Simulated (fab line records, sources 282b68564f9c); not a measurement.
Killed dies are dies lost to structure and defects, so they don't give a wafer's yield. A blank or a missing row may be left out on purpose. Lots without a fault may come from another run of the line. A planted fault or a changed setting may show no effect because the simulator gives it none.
A sampling plan put to the test | flow rit_cmos | one fab line, 16 faults that these records tell of, each judged on the records of the lots that it struck
The plan is the line's own looks: the steps of the route at which a gauge or an inspection reads the wafer and doesn't change it. A look can be judged if struck wafers have a number there and the file gives its usual mean and standard deviation on fault-free wafers. Caught: at a look after the fault's first step, the mean of the struck wafers lies 4 or more of those standard deviations (sigma) from the usual mean. On the tool: the same test on the tool's own readings at the fault's steps. Another recipe on the struck wafers, or a record that is blank for them alone, also counts as caught.

THE FAULTS, as the simulator had put them in
1. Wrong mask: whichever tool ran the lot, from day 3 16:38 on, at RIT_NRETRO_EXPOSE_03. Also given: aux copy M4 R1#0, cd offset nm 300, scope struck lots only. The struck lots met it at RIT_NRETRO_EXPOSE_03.
2. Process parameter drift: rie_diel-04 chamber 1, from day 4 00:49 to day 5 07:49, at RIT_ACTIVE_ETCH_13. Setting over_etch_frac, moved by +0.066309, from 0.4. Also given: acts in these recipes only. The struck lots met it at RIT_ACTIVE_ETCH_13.
3. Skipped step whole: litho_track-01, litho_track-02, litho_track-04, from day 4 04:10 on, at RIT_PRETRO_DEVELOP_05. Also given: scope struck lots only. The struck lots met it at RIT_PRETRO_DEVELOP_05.
4. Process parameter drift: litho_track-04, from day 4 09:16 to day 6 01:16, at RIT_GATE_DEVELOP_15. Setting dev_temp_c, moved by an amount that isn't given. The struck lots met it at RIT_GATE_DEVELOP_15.
5. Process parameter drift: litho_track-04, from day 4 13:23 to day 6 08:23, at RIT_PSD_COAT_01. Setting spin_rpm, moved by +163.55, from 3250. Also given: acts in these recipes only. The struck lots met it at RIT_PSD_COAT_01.
6. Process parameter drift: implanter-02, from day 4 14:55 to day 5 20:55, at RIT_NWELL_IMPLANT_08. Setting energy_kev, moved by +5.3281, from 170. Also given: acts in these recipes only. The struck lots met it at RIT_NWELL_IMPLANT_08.
7. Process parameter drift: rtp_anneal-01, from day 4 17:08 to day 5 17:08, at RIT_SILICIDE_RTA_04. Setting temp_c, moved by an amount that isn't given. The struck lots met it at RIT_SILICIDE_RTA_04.
8. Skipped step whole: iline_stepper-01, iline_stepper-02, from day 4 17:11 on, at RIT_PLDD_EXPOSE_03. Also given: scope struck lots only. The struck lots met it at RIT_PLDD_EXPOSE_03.
9. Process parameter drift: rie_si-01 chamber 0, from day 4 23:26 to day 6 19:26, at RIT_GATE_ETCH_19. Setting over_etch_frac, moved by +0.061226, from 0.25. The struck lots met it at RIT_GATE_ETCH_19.
10. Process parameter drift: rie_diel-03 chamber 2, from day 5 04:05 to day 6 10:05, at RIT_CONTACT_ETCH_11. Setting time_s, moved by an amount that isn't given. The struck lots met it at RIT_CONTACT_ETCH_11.
11. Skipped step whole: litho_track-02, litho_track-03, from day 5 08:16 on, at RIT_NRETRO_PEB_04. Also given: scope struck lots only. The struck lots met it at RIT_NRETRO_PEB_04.
12. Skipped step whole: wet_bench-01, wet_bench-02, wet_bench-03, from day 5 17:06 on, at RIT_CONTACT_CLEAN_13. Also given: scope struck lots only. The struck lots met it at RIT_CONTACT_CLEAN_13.
13. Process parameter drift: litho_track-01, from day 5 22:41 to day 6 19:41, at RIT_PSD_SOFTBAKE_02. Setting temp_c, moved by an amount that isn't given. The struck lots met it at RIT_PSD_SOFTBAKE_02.
14. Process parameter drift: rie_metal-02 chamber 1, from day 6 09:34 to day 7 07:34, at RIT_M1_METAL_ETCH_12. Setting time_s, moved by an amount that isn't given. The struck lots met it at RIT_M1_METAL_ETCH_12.
15. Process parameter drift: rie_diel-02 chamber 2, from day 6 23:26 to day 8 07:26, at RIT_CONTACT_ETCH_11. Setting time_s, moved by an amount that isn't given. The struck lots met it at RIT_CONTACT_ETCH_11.
16. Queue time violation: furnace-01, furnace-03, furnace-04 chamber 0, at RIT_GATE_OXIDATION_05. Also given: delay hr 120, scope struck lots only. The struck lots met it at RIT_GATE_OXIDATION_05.

WHAT THE PLAN SAW
fault | on the tool itself                               | first look that catches it                      | reading, sigma | median hours from its first step to that look | hours from the fault's start to the first struck lot there | judged looks passed uncaught
1     | no reading that can be judged                    | none of the 3 looks that can be judged after it | -              | -                                             | -                                                          | 3
2     | under 2 sigma                                    | no look after it can be judged                  | -              | -                                             | -                                                          | 0
3     | the tool's record is blank for the struck wafers | no look after it can be judged                  | -              | -                                             | -                                                          | 0
4     | developer_temp_C -19 sigma                       | RIT_GATE_CD_MEAS_16                             | cd_nm -5.6     | 0.3                                           | 10                                                         | 0
5     | spin_speed_rpm +77 sigma                         | no look after it can be judged                  | -              | -                                             | -                                                          | 0
6     | beam_energy_keV +91 sigma                        | no look after it can be judged                  | -              | -                                             | -                                                          | 0
7     | wafer_temp_C_max -7.3 sigma                      | no look after it can be judged                  | -              | -                                             | -                                                          | 0
8     | no reading that can be judged                    | no look after it can be judged                  | -              | -                                             | -                                                          | 0
9     | under 2 sigma                                    | no look after it can be judged                  | -              | -                                             | -                                                          | 0
10    | run_length_s +99 or beyond sigma                 | no look after it can be judged                  | -              | -                                             | -                                                          | 0
11    | no reading that can be judged                    | no look after it can be judged                  | -              | -                                             | -                                                          | 0
12    | the tool's record is blank for the struck wafers | no look after it can be judged                  | -              | -                                             | -                                                          | 0
13    | heater_power_total_W +23 sigma                   | no look after it can be judged                  | -              | -                                             | -                                                          | 0
14    | run_length_s -12 sigma                           | no look after it can be judged                  | -              | -                                             | -                                                          | 0
15    | run_length_s +99 or beyond sigma                 | not the one look that can be judged after it    | -              | -                                             | -                                                          | 1
16    | under 2 sigma                                    | no look after it can be judged                  | -              | -                                             | -                                                          | 0
A dash: the fault isn't caught, or these records don't give the number.

Caught at a look: 1 of 16. Caught on the tool: 10 of 16. By one or the other: 10 of 16.
Caught on the tool alone: faults 3, 5, 6, 7, 10, 12, 13, 14, 15.
Caught by neither: faults 1, 2, 8, 9, 11, 16.

THINNER SAMPLING
If the look that catches a fault measured only every second or every third lot, by lot number, the first struck lot would be measured this late in the worst case:
fault | struck lots at that look, in order of time | every lot | every second lot | every third lot
4     | L254, L259                                 | 10 h      | 36 h             | may miss all 2
Hours are from the fault's start to the first struck lot that is measured. The limit of 4 sigma was tested on all struck wafers together, so one lot alone may lie under it. Other struck lots may not be in these records.

THE LONGEST TIMED WAY FROM STEP TO LOOK
Fault 4: a median of 0.3 hours passes between RIT_GATE_DEVELOP_15 and RIT_GATE_CD_MEAS_16. No look between them can be judged.
